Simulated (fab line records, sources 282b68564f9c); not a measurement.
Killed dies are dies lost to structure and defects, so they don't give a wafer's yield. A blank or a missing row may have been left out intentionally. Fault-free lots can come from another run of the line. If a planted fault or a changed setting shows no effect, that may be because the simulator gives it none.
Split-lot study | flow ritCmos | route with 202 steps; 5 lots, 23 wafers read

## THE SPLIT
At RIT_CONTACT_EXPOSE_05 (exposes mask M11, target cd 1000 nm), the setting doseMj was moved away from the recipe's 250 on 8 of the 23 wafers read, by -7.3% to +5.2%. This setting was run at the recipe's value on the other wafers.

## FROM THE SPLIT TO THE READING: what the file shows between them, 5 steps
- RIT_CONTACT_PEB_06
- RIT_CONTACT_DEVELOP_07: develop time 120 s
- RIT_CONTACT_CD_MEAS_08: target cd 1000 nm
- RIT_CONTACT_ETCH_11: etches SiO2 in CHF3/CF4/Ar, stops on TiSi2, target depth 480 nm, time 320 s (also split here: overEtchFrac)
- RIT_CONTACT_STRIP_12: strips in O2, time 180 s

## THE READING
Shown in nm: cdNm at RIT_CONTACT_CD_MEAS_90, with target cd 1000 nm. Fault-free wafers of this fab line usually give 1000.1 nm, standard deviation 1.6 nm.

wafer  | tool, chamber at the split | doseMj as run | against the recipe | cdNm, nm | against lot-mates on the recipe
L077.1 | ilineStepper-01, 0         | 250           | recipe             | 1001.6   | -
L077.2 | ilineStepper-01, 0         | 256.6         | +2.6%              | 1006.7   | +5.7
L077.3 | ilineStepper-01, 0         | 256.6         | +2.6%              | 1006.7   | +5.7
L077.4 | ilineStepper-01, 0         | 256.6         | +2.6%              | 1010.0   | +9.0
L077.6 | ilineStepper-01, 0         | 250           | recipe             | 1000.4   | -
L078.1 | ilineStepper-01, 0         | 250           | recipe             | 998.4    | -
L078.3 | ilineStepper-01, 0         | 250           | recipe             | 997.2    | -
L078.5 | ilineStepper-01, 0         | 250           | recipe             | 997.6    | -
L079.2 | ilineStepper-02, 0         | 250           | recipe             | 999.3    | -
L079.3 | ilineStepper-02, 0         | 250           | recipe             | 1000.4   | -
L079.4 | ilineStepper-02, 0         | 231.8         | -7.3%              | 979.6    | -20.3
L079.5 | ilineStepper-02, 0         | 250           | recipe             | 1000.1   | -
L079.6 | ilineStepper-02, 0         | 231.8         | -7.3%              | 978.2    | -21.7
L081.1 | ilineStepper-01, 0         | 250           | recipe             | 1000.1   | -
L081.2 | ilineStepper-01, 0         | 250           | recipe             | 1001.3   | -
L081.4 | ilineStepper-01, 0         | 250           | recipe             | 1000.0   | -
L081.5 | ilineStepper-01, 0         | 250           | recipe             | 999.1    | -
L081.6 | ilineStepper-01, 0         | 250           | recipe             | 1000.6   | -
L084.1 | ilineStepper-02, 0         | 263.1         | +5.2%              | 1014.9   | +17.2
L084.2 | ilineStepper-02, 0         | 263.1         | +5.2%              | 1013.1   | +15.4
L084.3 | ilineStepper-02, 0         | 250           | recipe             | 997.8    | -
L084.4 | ilineStepper-02, 0         | 250           | recipe             | 997.6    | -
L084.5 | ilineStepper-02, 0         | 263.1         | +5.2%              | 1010.8   | +13.1

THE FIT
A straight line over all 23 wafers: cdNm changes by +2.76 nm for each +1% of doseMj; r = +0.98; the points scatter about the line by 1.6 nm.
The same after taking each lot's own level away (the mean of its wafers on the recipe; 23 wafers): +2.87 nm for each +1%; r = +0.99; scatter 1.1 nm.
Per that fit: largest doseMj move, reading shift of 21 nm.
The lots' own levels span 997.70 to 1001.00 nm, that is 2.1 times the standard deviation above.
The two slopes agree, so the slope changes little with the lot-to-lot level.
Check: for one of the wafers moved furthest among these (-7.3%), held out of the fit, the line's prediction against its lot-mates is -21.3 nm. Against them it came out at -20.3 nm.

## THESE WAFERS: OTHER SPLITS
Other splits were also applied to these wafers ahead of the reading. Each is held against what the fit with the lots' levels taken away leaves over:
other split on the same wafers   | wafers away from the commonest value | r with cdNm (lot level and that fit taken away)
RIT_NLDD_COAT_01 resistThkNm     | 11                                   | +0.35
RIT_PLDD_SOFTBAKE_02 tempC       | 4                                    | +0.25
RIT_SPACER_ETCHBACK_05 timeS     | 10                                   | -0.47
RIT_PSD_COAT_01 resistThkNm      | 6                                    | +0.16
RIT_PSD_IMPLANT_08 doseCm2       | 6                                    | -0.05
RIT_SILICIDE_SPUTTER_01 powerW   | 10                                   | -0.16
RIT_CONTACT_ETCH_11 overEtchFrac | 6                                    | -0.37

## THE WHOLE CHAIN: every reading that the file lists as answering this split, in the file's order
step                   | what it does                                                                | reading                                                       | change (the file's fit)              | r (the file's)
RIT_CONTACT_CD_MEAS_08 | target cd 1000 nm                                                           | cdNm                                                          | +2.9 nm for each +1% of the setting  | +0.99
RIT_CONTACT_ETCH_11    | etches SiO2 in CHF3/CF4/Ar, stops on TiSi2, target depth 480 nm, time 320 s | CONTACT.cdNm (the simulator's own value, which no gauge read) | +2.9 nm for each +1% of the setting  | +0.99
RIT_CONTACT_CD_MEAS_90 | target cd 1000 nm                                                           | cdNm                                                          | +2.87 nm for each +1% of the setting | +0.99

## THE FILE'S OWN FIT
cdNm changes by +2.87 nm for each +1% of doseMj, r = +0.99.
